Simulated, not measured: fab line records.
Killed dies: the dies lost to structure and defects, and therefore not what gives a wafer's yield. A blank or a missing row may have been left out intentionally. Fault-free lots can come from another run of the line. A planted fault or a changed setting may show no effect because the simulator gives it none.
Matching of chambers ; flow berkeley-cmos170 ; UCB170_FIELD_WET_ETCH_04 on wet-bench-03 has 3 sister chambers
The step etches SiO2 in dHF, time 60 s. 18 wafers are shown with their chamber, then 6 later ones without.

EACH WAFER AND ITS CHAMBER
wafer;chamber;bath-heat-duty-pct (%);run-length-s (s)
L955.3;1;6.1;87
L955.5;1;6.5;87
L955.6;1;6.5;87
L957.2;2;5.6;87
L957.4;2;5.7;87
L957.5;2;5.7;87
L959.2;1;7.6;87
L959.4;1;6.9;87
L959.5;1;6.0;87
L958.3;3;7.6;86
L958.5;3;6.7;86
L958.6;3;7.1;86
L960.3;1;6.4;85
L960.4;1;6.2;85
L960.5;1;6.5;85
L961.1;2;5.7;87
L961.3;2;4.8;87
L961.4;2;5.8;87

SIGNATURES (averages over the wafers above)
reading;chamber 1;chamber 2;chamber 3;scatter within a chamber
bath-heat-duty-pct;6.522;5.550;7.133;0.446
run-length-s;86.33;87.00;86.00;0.73
Rule: for a wafer and a chamber, the distance is found by dividing, reading by reading, the gap between the wafer's reading and the chamber's mean by the reading's scatter, squaring, summing and taking the root. If the next closest chamber is less than 2 further off than the closest, the wafer can't be placed; otherwise it belongs to the closest. The scatter is the square root of a quotient: the sum, over the shown wafers, of each reading's squared deviation from its chamber's mean, divided by wafers minus chambers.

WAFERS WITH NO CHAMBER GIVEN
wafer;bath-heat-duty-pct (%);run-length-s (s)
L963.1;6.2;93
L963.2;6.2;93
L963.6;6.4;93
L964.1;6.5;86
L964.2;6.5;86
L964.6;7.2;86

WHICH CHAMBER EACH WENT THROUGH
wafer;from the rows above;in truth
L963.1;can't be placed: 2 or 1 or 3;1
L963.2;can't be placed: 2 or 1 or 3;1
L963.6;can't be placed: 2 or 1 or 3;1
L964.1;can't be placed: 1 or 3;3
L964.2;can't be placed: 1 or 3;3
L964.6;can't be placed: 3 or 1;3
0 of 6 placed correctly. From these rows, 6 cannot be placed; in 6 the true chamber is one of the candidates. Number placed wrongly: 0.
